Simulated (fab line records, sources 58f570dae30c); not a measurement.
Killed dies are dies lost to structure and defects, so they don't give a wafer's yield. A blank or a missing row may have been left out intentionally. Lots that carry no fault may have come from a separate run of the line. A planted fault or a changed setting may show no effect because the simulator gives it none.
The tool behind it: which one?	flow berkeley_cmos170	12 lots, 36 wafers sampled, at 5 steps of a route of 331

## WHAT THE GAUGES READ, wafer by wafer
UCB170_SDANNEAL_RS_MEAS_04: the measuring method here is four-point-probe. Usual: PLDD_RS 1033 ohm/sq, standard deviation 3.3.
lot	measured	on	PLDD_RS (ohm/sq)	flag
L214	day 7 22:31	film_metro-04	1033 1035 1035	
L215	day 7 21:56	film_metro-04	1036 1036 1039	
L216	day 8 08:53	film_metro-01	1032 1032 1034	
L217	day 8 20:49	film_metro-04	1030 1031 1032	
L218	day 8 21:02	film_metro-03	1030 1030 1032	
L219	day 8 21:01	film_metro-01	1031 1029 1033	
L221	day 9 11:06	film_metro-04	1035 1036 1035	
L220	day 9 10:56	film_metro-03	1030 1030 1028	
L222	day 9 19:04	film_metro-01	1199 1198 1196	OFF
L223	day 9 18:56	film_metro-04	1207 1203 1202	OFF
L234	day 12 06:34	film_metro-03	1030 1032 1032	
L235	day 12 06:28	film_metro-04	1034 1037 1040	

UCB170_SDANNEAL_RS_MEAS_05: the measuring method here is four-point-probe. Usual: NLDD_RS 617.0 ohm/sq, standard deviation 1.8.
lot	measured	on	NLDD_RS (ohm/sq)	flag
L214	day 7 22:38	film_metro-04	617.6 616.2 617.2	
L215	day 7 22:04	film_metro-04	618.1 617.9 617.6	
L216	day 8 09:01	film_metro-01	616.7 614.9 617.1	
L217	day 8 20:56	film_metro-04	618.1 617.1 616.7	
L218	day 8 21:10	film_metro-03	616.8 617.8 617.5	
L219	day 8 21:08	film_metro-01	613.7 613.7 612.7	
L221	day 9 11:13	film_metro-04	618.4 618.5 619.1	
L220	day 9 11:03	film_metro-03	616.8 616.2 615.9	
L222	day 9 19:11	film_metro-01	621.7 619.2 617.5	
L223	day 9 19:04	film_metro-04	618.0 618.9 619.1	
L234	day 12 06:41	film_metro-03	617.0 615.0 618.9	
L235	day 12 06:35	film_metro-04	617.8 617.9 618.5	

UCB170_CONTACT_THK_MEAS_02. Usual: CONTACT_PSG_THK 700 nm, standard deviation 6.
lot	measured	on	CONTACT_PSG_THK (nm)	flag
L214	day 8 01:26	film_metro-02	697 700 700	
L215	day 8 01:27	film_metro-04	710 707 706	
L216	day 8 11:50	film_metro-02	694 695 690	
L217	day 8 23:31	film_metro-02	695 690 695	
L218	day 8 23:46	film_metro-02	697 696 694	
L219	day 8 23:46	film_metro-04	695 695 685	
L221	day 9 13:41	film_metro-01	704 700 711	
L220	day 9 14:24	film_metro-01	705 707 700	
L222	day 9 22:35	film_metro-01	695 702 703	
L223	day 9 21:30	film_metro-01	701 703 699	
L234	day 12 12:40	film_metro-02	701 705 699	
L235	day 12 09:03	film_metro-02	699 695 696	

## WHICH TOOL RAN EACH LOT (tool, then ch and the chambers of the sampled wafers, then the start)
lot	UCB170_ZERO_STRIP_07	UCB170_SPACER_ANNEAL_02
L214	plasma_asher-02 ch 0,1, day 1 22:37	furnace-04 ch 0, day 7 11:16
L215	plasma_asher-04 ch 0,1, day 1 22:44	furnace-04 ch 0, day 7 11:16
L216	plasma_asher-04 ch 0,1, day 2 07:10	furnace-01 ch 0, day 8 02:05
L217	plasma_asher-03 ch 0,1, day 2 13:07	furnace-04 ch 0, day 8 13:29
L218	plasma_asher-03 ch 1, day 2 22:04	furnace-04 ch 0, day 8 13:29
L219	plasma_asher-04 ch 0,1, day 2 22:24	furnace-04 ch 0, day 8 13:29
L221	plasma_asher-04 ch 0,1, day 3 07:35	furnace-01 ch 0, day 9 03:32
L220	plasma_asher-04 ch 0,1, day 3 07:51	furnace-01 ch 0, day 9 03:32
L222	plasma_asher-02 ch 0,1, day 3 13:13	furnace-01 ch 0, day 9 12:23
L223	plasma_asher-02 ch 0,1, day 3 18:28	furnace-01 ch 0, day 9 12:23
L234	plasma_asher-02 ch 0,1, day 6 03:40	furnace-04 ch 0, day 12 00:26
L235	plasma_asher-04 ch 0,1, day 6 03:54	furnace-04 ch 0, day 12 00:26
- UCB170_ZERO_STRIP_07: strips in O2.
- UCB170_SPACER_ANNEAL_02: time 1800 s.

## WHAT THE TOOLS THEMSELVES READ (means of the sampled wafers that have a number; where no wafer has one, the mark that the record gives instead)
UCB170_ZERO_STRIP_07. Usual: chamber_pressure_mTorr 3500 mTorr, standard deviation 3.1; drypump_motor_current_A 5.6 A, standard deviation 0.35; oes_product_au 0.728 a.u., standard deviation 0.004; strip_time_to_endpoint_s 21.49 s, standard deviation 0.061.
lot	tool	chamber_pressure_mTorr (mTorr)	drypump_motor_current_A (A)	oes_product_au (a.u.)	strip_time_to_endpoint_s (s)	flag
L214	plasma_asher-02	3500	5.4	0.727	21.50	
L215	plasma_asher-04	3500	5.4	0.731	21.39	
L216	plasma_asher-04	3494	5.4	0.729	21.43	
L217	plasma_asher-03	3500	5.9	0.727	21.47	
L218	plasma_asher-03	3501	6.1	0.726	21.41	
L219	plasma_asher-04	3499	5.7	0.728	21.49	
L221	plasma_asher-04	3500	5.4	0.725	21.51	
L220	plasma_asher-04	3501	5.4	0.726	21.43	
L222	plasma_asher-02	3500	5.5	0.725	21.42	
L223	plasma_asher-02	3498	5.4	0.728	21.56	
L234	plasma_asher-02	3503	5.5	0.726	21.53	
L235	plasma_asher-04	3501	5.4	0.730	21.58	

UCB170_SPACER_ANNEAL_02. Usual: spike_tc_centre_C 902.0 C, standard deviation 1.1; spike_tc_load_C 923.0 C, standard deviation 1.3; spike_tc_source_C 925 C, standard deviation 3.6; tube_center_temp_C 899.99 C, standard deviation 0.079; tube_center_temp_C_max 902.3, standard deviation 0.37.
lot	tool	spike_tc_centre_C (C)	spike_tc_load_C (C)	spike_tc_source_C (C)	tube_center_temp_C (C)	tube_center_temp_C_max	flag
L214	furnace-04	902.8	920.3	924	900.04	902.3	
L215	furnace-04	902.1	922.3	925	899.95	902.0	
L216	furnace-01	902.5	922.7	929	899.97	902.6	
L217	furnace-04	901.8	921.2	925	899.99	902.7	
L218	furnace-04	902.9	922.5	925	900.03	902.3	
L219	furnace-04	902.6	921.8	925	899.97	902.2	
L221	furnace-01	902.0	923.9	927	900.01	902.6	
L220	furnace-01	901.5	923.3	928	900.05	902.1	
L222	furnace-01	864.4	886.5	891	862.68	865.3	OFF
L223	furnace-01	863.7	886.2	891	862.65	864.7	OFF
L234	furnace-04	901.0	921.5	926	899.97	902.0	
L235	furnace-04	902.2	921.7	925	899.94	902.5	

## THE ANSWER, worked out from the rows above alone
Rule: take the mean of a lot's wafers that have a number; if it is more than 3 standard deviations from the usual mean, the lot is off. A lot without any number at a reading at which 4 lots or more have one is off too. All remaining lots with rows at the step are treated as sound. Order of review: gauges by route order, followed by the tools' own readings, for which a lot's mean as printed above is used. At the first step where some lot is off, the reading lying furthest off is the one used; lots without a number count as furthest.
Off: L222, L223, at UCB170_SDANNEAL_RS_MEAS_04 (PLDD_RS).
If a tool, at a process step before that reading, ran all the lots that are off and no sound lot after the first of them, it fits. The gauges at UCB170_SDANNEAL_RS_MEAS_04 aren't tried: what is off there is off at UCB170_SPACER_ANNEAL_02 too, on other tools, and a gauge's error can't cause that. One candidate fits, namely furnace-01 at UCB170_SPACER_ANNEAL_02. A fault onset in the window from L220 (day 9 03:32, its last sound lot) to L222 (day 9 12:23, its first lot off) fits.
The tool's own readings at UCB170_SPACER_ANNEAL_02 bear it out: on the lots that are off they differ by more than 5 times the standard deviation of the sound lots' means. spike_tc_centre_C reads 864.0 C there against 902.1 C on the sound lots; spike_tc_load_C reads 886.4 C there against 922.1 C on the sound lots; spike_tc_source_C reads 891 C there against 926 C on the sound lots; tube_center_temp_C reads 862.66 C there against 899.99 C on the sound lots; tube_center_temp_C_max reads 865.0 there against 902.3 on the sound lots.

## WHAT WAS PUT IN BY THE SIMULATOR
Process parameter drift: furnace-01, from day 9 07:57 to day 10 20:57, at UCB170_SPACER_ANNEAL_02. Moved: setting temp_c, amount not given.
Struck lots among those shown: L223, L222. This agrees with what the rule above found.
